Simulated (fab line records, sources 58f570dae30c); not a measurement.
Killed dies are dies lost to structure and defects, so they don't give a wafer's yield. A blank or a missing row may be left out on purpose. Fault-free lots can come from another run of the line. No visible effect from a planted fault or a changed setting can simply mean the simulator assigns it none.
fab line records	flow berkeleyCmos170
record lots=14	wafers=42	lastDay=12
route steps=331 shown FIELD@91 NVT@112 PVT@122
lots with no fault: from the same line, run without faults
startH: hours from the record's opening day to when the first of the lot's shown wafers began	waitH: hours from the lot's prior step to this one	" repeats the value in the row above	L1.1+2: several wafers, shown together as one row	- value missing, or start not given	* or withheld: withheld	< > ~ a bound
route shown NAME@n: NAME is a module with steps in the file, n the number in the route of the first one	usual: mean and standard deviation over wafers with no fault	same: alike in all rows	chamber/n: place in a boat	sites: each site's reading	_std_site: how widely they spread, as a standard deviation	_edge_site: mean of outer sites minus mean of inner sites	radiusMm: for every site, how far away it sits from the centre of the wafer	mask NAME#n: copy n	behind: the most recent tool/chamber to have shaped the wafer	hold: the reason the lot was held/the length of the hold in hours/how it ended	device: which transistor (n, p or np) failed to switch	end of line: the tests these same wafers got at the end of their route	where a step has no rows: the recipe by itself	killed: dies lost to structure and defects at the first sort, not the wafer's yield	map: a wafer's dies, x killed, . not, _ none there
set.NAME: the setting the step ran with; set.NAME@STEP: the setting that earlier step ran with	model.NAME: the simulator's own value behind a step, which no gauge read
one table for each step of the route and one row for each wafer, over a sample of lots
services: from which hour (startH, from the record's first day; less than 0 if before it) a tool's chamber was out of use, for how many hours, and why
## steps
# step UCB170_FIELD_THK_MEAS_02
# recipe reads=SiO2_of_FIELD_OXIDATION_01
# usual FIELD_OXIDE_THK=556/12
lot.wafer	tool	chamber	startH	waitH	FIELD_OXIDE_THK[nm]
L731.1	filmMetro-01	-	85.82	0.0	565
L731.4	"	-	"	"	559
L731.5	"	-	"	"	550
L732.4	filmMetro-02	-	89.17	0.0	558
L732.5	"	-	"	"	561
L732.6	"	-	"	"	557
L733.1	filmMetro-02	-	96.26	0.0	557
L733.3	"	-	"	"	565
L733.4	"	-	"	"	550
L735.1	filmMetro-02	-	108.66	0.0	567
L735.3	"	-	"	"	582
L735.4	"	-	"	"	584
L741.2	filmMetro-02	-	141.73	0.0	531
L741.3	"	-	"	"	527
L741.4	"	-	"	"	535
L740.2	filmMetro-04	-	141.74	0.0	568
L740.4	"	-	"	"	571
L740.5	"	-	"	"	569
L742.3	filmMetro-01	-	141.74	0.0	548
L742.4	"	-	"	"	552
L742.6	"	-	"	"	561
L743.2	filmMetro-04	-	151.66	0.0	546
L743.5	"	-	"	"	548
L743.6	"	-	"	"	544
L744.2	filmMetro-02	-	151.66	0.0	555
L744.5	"	-	"	"	572
L744.6	"	-	"	"	565
L747.1	filmMetro-01	-	162.32	0.0	545
L747.3	"	-	"	"	543
L747.6	"	-	"	"	548
L751.2	filmMetro-01	-	185.28	0.0	551
L751.4	"	-	"	"	549
L751.6	"	-	"	"	544
L752.1	filmMetro-04	-	192.77	0.0	567
L752.3	"	-	"	"	566
L752.4	"	-	"	"	566
L753.2	filmMetro-04	-	199.73	0.0	559
L753.4	"	-	"	"	554
L753.5	"	-	"	"	551
L754.2	filmMetro-01	-	199.73	0.0	551
L754.3	"	-	"	"	555
L754.6	"	-	"	"	550
# step UCB170_FIELD_THK_MEAS_90
# recipe reads=SiO2_of_FIELD_OXIDATION_01
# usual FIELD_OXIDE_LEFT_1_THK=440/11
lot.wafer	tool	chamber	startH	waitH	FIELD_OXIDE_LEFT_1_THK[nm]
L731.1	filmMetro-01	-	94.51	0.0	450
L731.4	"	-	"	"	443
L731.5	"	-	"	"	434
L732.4	filmMetro-04	-	94.54	0.0	442
L732.5	"	-	"	"	445
L732.6	"	-	"	"	441
L733.1	filmMetro-02	-	104.02	0.0	439
L733.3	"	-	"	"	447
L733.4	"	-	"	"	433
L735.1	filmMetro-01	-	115.88	0.0	450
L735.3	"	-	"	"	465
L735.4	"	-	"	"	467
L741.2	filmMetro-02	-	149.69	0.0	415
L741.3	"	-	"	"	411
L741.4	"	-	"	"	419
L742.3	filmMetro-02	-	149.76	0.1	433
L742.4	"	-	"	"	436
L742.6	"	-	"	"	447
L740.2	filmMetro-04	-	149.76	0.1	452
L740.4	"	-	"	"	453
L740.5	"	-	"	"	452
L743.2	filmMetro-04	-	158.80	0.0	429
L743.5	"	-	"	"	431
L743.6	"	-	"	"	427
L744.2	filmMetro-02	-	158.80	0.0	438
L744.5	"	-	"	"	455
L744.6	"	-	"	"	448
L747.1	filmMetro-01	-	168.43	0.0	428
L747.3	"	-	"	"	426
L747.6	"	-	"	"	431
L751.2	filmMetro-04	-	196.49	0.0	433
L751.4	"	-	"	"	432
L751.6	"	-	"	"	425
L752.1	filmMetro-04	-	200.17	0.0	449
L752.3	"	-	"	"	447
L752.4	"	-	"	"	449
L753.2	filmMetro-04	-	206.33	0.0	443
L753.4	"	-	"	"	438
L753.5	"	-	"	"	435
L754.2	filmMetro-02	-	206.33	0.0	435
L754.3	"	-	"	"	439
L754.6	"	-	"	"	435
# step UCB170_NVT_STRIP_08
# recipe chemistry=O2	powerW=400	pressureMtorr=3500	platenTempC=withheld	o2FlowSccm=400	overashFraction=0.5
# usual drypumpMotorCurrentA=5.7/0.31	oesProductAu=0.734/0.0049	stripTimeToEndpointS=21.65/0.053
lot.wafer	tool	chamber	startH	waitH	drypumpMotorCurrentA	oesProductAu	rfHoursCounterH	stripTimeToEndpointS
L731.1	plasmaAsher-04	0	106.69	0.1	5.8	0.733	40	21.69
L731.4	"	0	"	"	5.8	0.735	-	21.71
L731.5	"	1	"	"	6.1	0.727	-	21.71
L732.4	plasmaAsher-01	1	106.84	0.1	5.2	0.726	-	21.65
L732.5	"	0	"	"	5.7	0.734	-	21.67
L732.6	"	1	"	"	5.2	0.741	-	21.69
L733.1	plasmaAsher-01	1	116.91	0.1	5.2	0.742	42	21.67
L733.3	"	1	"	"	5.3	0.745	-	21.61
L733.4	"	0	"	"	5.7	0.735	-	21.65
L735.1	plasmaAsher-01	0	131.49	0.1	5.7	0.740	44	21.74
L735.3	"	1	"	"	5.3	0.730	-	21.62
L735.4	"	0	"	"	5.7	0.739	-	21.69
L740.2	plasmaAsher-04	1	161.81	0.1	6.1	0.731	5	21.60
L740.4	"	1	"	"	6.1	0.729	-	21.68
L740.5	"	0	"	"	5.7	0.738	-	21.64
L741.2	plasmaAsher-01	1	161.93	0.1	5.2	0.737	48	21.59
L741.3	"	1	"	"	5.2	0.741	-	21.61
L741.4	"	0	"	"	5.7	0.741	-	21.64
L742.3	plasmaAsher-02	1	161.94	0.1	5.6	0.732	-	21.57
L742.4	"	0	"	"	6.2	0.732	-	21.54
L742.6	"	1	"	"	5.6	0.727	-	21.60
L744.2	plasmaAsher-04	1	173.41	0.1	6.1	0.729	6	21.65
L744.5	"	0	"	"	5.8	0.729	-	21.60
L744.6	"	1	"	"	6.1	0.741	-	21.62
L743.2	plasmaAsher-01	1	173.56	0.1	5.3	0.737	49	21.63
L743.5	"	0	"	"	5.7	0.735	-	21.65
L743.6	"	1	"	"	5.3	0.735	-	21.59
L747.1	plasmaAsher-04	1	181.15	0.1	6.1	0.739	6	21.65
L747.3	"	1	"	"	6.1	0.734	-	21.73
L747.6	"	0	"	"	5.8	0.734	-	21.69
L751.2	plasmaAsher-01	0	211.30	0.1	5.7	0.734	53	21.68
L751.4	"	0	"	"	5.7	0.730	-	21.70
L751.6	"	0	"	"	5.7	0.731	-	21.64
L752.1	plasmaAsher-04	1	216.00	0.1	6.1	0.723	10	21.56
L752.3	"	1	"	"	6.1	0.730	-	21.61
L752.4	"	0	"	"	5.7	0.739	-	21.56
L754.2	plasmaAsher-02	1	223.23	0.1	5.6	0.739	44	21.57
L754.3	"	1	"	"	5.6	0.734	-	21.59
L754.6	"	0	"	"	6.2	0.741	-	21.61
L753.2	plasmaAsher-01	1	223.51	0.1	5.2	0.739	55	21.68
L753.4	"	0	"	"	5.7	0.733	-	21.66
L753.5	"	0	"	"	5.7	0.738	-	21.65
# step UCB170_PVT_IMPLANT_07
# recipe species=P	doseCm2=2e+12	energyKev=30	tiltDeg=7
# usual beamEnergyKeV=30.000/0.0099
lot.wafer	tool	chamber	startH	waitH	beamEnergyKeV
L731.1	implanter-04	0	111.24	0.0	30.015
L731.4	"	0	"	"	29.998
L731.5	"	0	"	"	29.988
L732.4	implanter-02	0	111.40	0.1	29.986
L732.5	"	0	"	"	30.008
L732.6	"	0	"	"	29.990
L733.1	implanter-02	0	118.12	0.0	30.003
L733.3	"	0	"	"	29.994
L733.4	"	0	"	"	29.995
L735.1	implanter-01	0	134.33	0.0	30.015
L735.3	"	0	"	"	29.999
L735.4	"	0	"	"	30.004
L740.2	implanter-02	0	163.30	0.0	29.991
L740.4	"	0	"	"	30.011
L740.5	"	0	"	"	30.008
L741.2	implanter-01	0	163.58	0.0	30.009
L741.3	"	0	"	"	30.009
L741.4	"	0	"	"	30.016
L742.3	implanter-04	0	163.88	0.1	30.009
L742.4	"	0	"	"	30.000
L742.6	"	0	"	"	30.013
L744.2	implanter-02	0	174.92	0.0	29.995
L744.5	"	0	"	"	30.005
L744.6	"	0	"	"	29.997
L743.2	implanter-01	0	175.13	0.0	30.011
L743.5	"	0	"	"	30.005
L743.6	"	0	"	"	30.000
L747.1	implanter-01	0	183.05	0.0	30.017
L747.3	"	0	"	"	30.022
L747.6	"	0	"	"	30.000
L751.2	implanter-01	0	213.02	0.0	31.951
L751.4	"	0	"	"	31.943
L751.6	"	0	"	"	31.952
L752.1	implanter-02	0	217.78	0.0	30.006
L752.3	"	0	"	"	30.011
L752.4	"	0	"	"	30.022
L753.2	implanter-01	0	225.51	0.0	31.952
L753.4	"	0	"	"	31.958
L753.5	"	0	"	"	31.953
L754.2	implanter-04	0	225.73	0.0	29.990
L754.3	"	0	"	"	29.987
L754.6	"	0	"	"	29.999
# step UCB170_PVT_TW_MEAS_09
# usual PVT_TW=504.5/2.9
lot.wafer	tool	chamber	startH	waitH	PVT_TW
L731.1	filmMetro-02	-	111.49	0.1	509.4
L731.4	"	-	"	"	507.3
L731.5	"	-	"	"	504.4
L732.4	filmMetro-01	-	111.61	0.1	507.3
L732.5	"	-	"	"	506.2
L732.6	"	-	"	"	506.1
L733.1	filmMetro-04	-	118.37	0.1	502.1
L733.3	"	-	"	"	501.7
L733.4	"	-	"	"	502.7
L735.1	filmMetro-01	-	134.58	0.1	505.2
L735.3	"	-	"	"	506.7
L735.4	"	-	"	"	506.4
L740.2	filmMetro-04	-	163.54	0.1	504.5
L740.4	"	-	"	"	501.7
L740.5	"	-	"	"	507.2
L741.2	filmMetro-01	-	163.81	0.1	511.5
L741.3	"	-	"	"	507.5
L741.4	"	-	"	"	504.2
L742.3	filmMetro-02	-	164.10	0.1	505.5
L742.4	"	-	"	"	503.0
L742.6	"	-	"	"	506.3
L744.2	filmMetro-01	-	175.16	0.1	503.3
L744.5	"	-	"	"	506.0
L744.6	"	-	"	"	504.4
L743.2	filmMetro-02	-	175.36	0.1	505.4
L743.5	"	-	"	"	503.9
L743.6	"	-	"	"	504.2
L747.1	filmMetro-02	-	183.30	0.1	508.8
L747.3	"	-	"	"	505.3
L747.6	"	-	"	"	507.7
L751.2	filmMetro-01	-	213.25	0.1	517.6
L751.4	"	-	"	"	520.8
L751.6	"	-	"	"	517.2
L752.1	filmMetro-01	-	218.03	0.1	503.4
L752.3	"	-	"	"	507.9
L752.4	"	-	"	"	505.7
L753.2	filmMetro-01	-	225.74	0.1	512.7
L753.4	"	-	"	"	512.3
L753.5	"	-	"	"	512.8
L754.2	filmMetro-01	-	225.97	0.1	506.8
L754.3	"	-	"	"	503.6
L754.6	"	-	"	"	506.2
## services
tool	chamber	startH	hours	kind
plasmaAsher-01	-	85.99	0.4	repair
implanter-01	-	97.39	6.7	repair
implanter-01	-	105.44	8.3	repair
plasmaAsher-04	-	108.75	9.0	pm
plasmaAsher-04	0	108.75	9.0	ventCycle
plasmaAsher-04	1	108.75	9.0	ventCycle
plasmaAsher-04	0	117.75	-	clean
plasmaAsher-04	1	117.75	-	clean
implanter-04	-	122.36	3.1	repair
implanter-02	-	129.16	3.9	pm
plasmaAsher-04	-	129.53	5.8	repair
plasmaAsher-02	-	130.07	8.0	repair
implanter-04	-	139.50	4.0	repair
plasmaAsher-04	-	222.89	1.3	repair
## key
firstSign step=UCB170_PVT_IMPLANT_07	reading=beamEnergyKeV	direction=up	sigmas=99+	usual=30.000	struck=31.952
effect step=UCB170_PVT_TW_MEAS_09	reading=PVT_TW	direction=up	sigmas=3.8	usual=504.5	struck=515.6
metAt UCB170_PVT_IMPLANT_07
struckLots L751,L753
testerLeftOut L751,L753
notActingAt UCB170_FIELD_THK_MEAS_02,UCB170_FIELD_THK_MEAS_90,UCB170_NVT_STRIP_08
onsetBetween 183.05 213.02
fault kind=processParameterDrift	tool=implanter-01	chamber=-	onsetH=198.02	steps=UCB170_PVT_IMPLANT_07	channel=energyKev	offset=1.9519	shape=step	endH=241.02	actsIn=theseRecipesOnly	stated=30
# testerLeftOut: of these lots the tester's yield and bins aren't shown, on N5 and GAA mostly nor the transistor test; their killed dies are dies lost to structure and defects alone, not to doping, threshold or leakage, so they don't give the yield
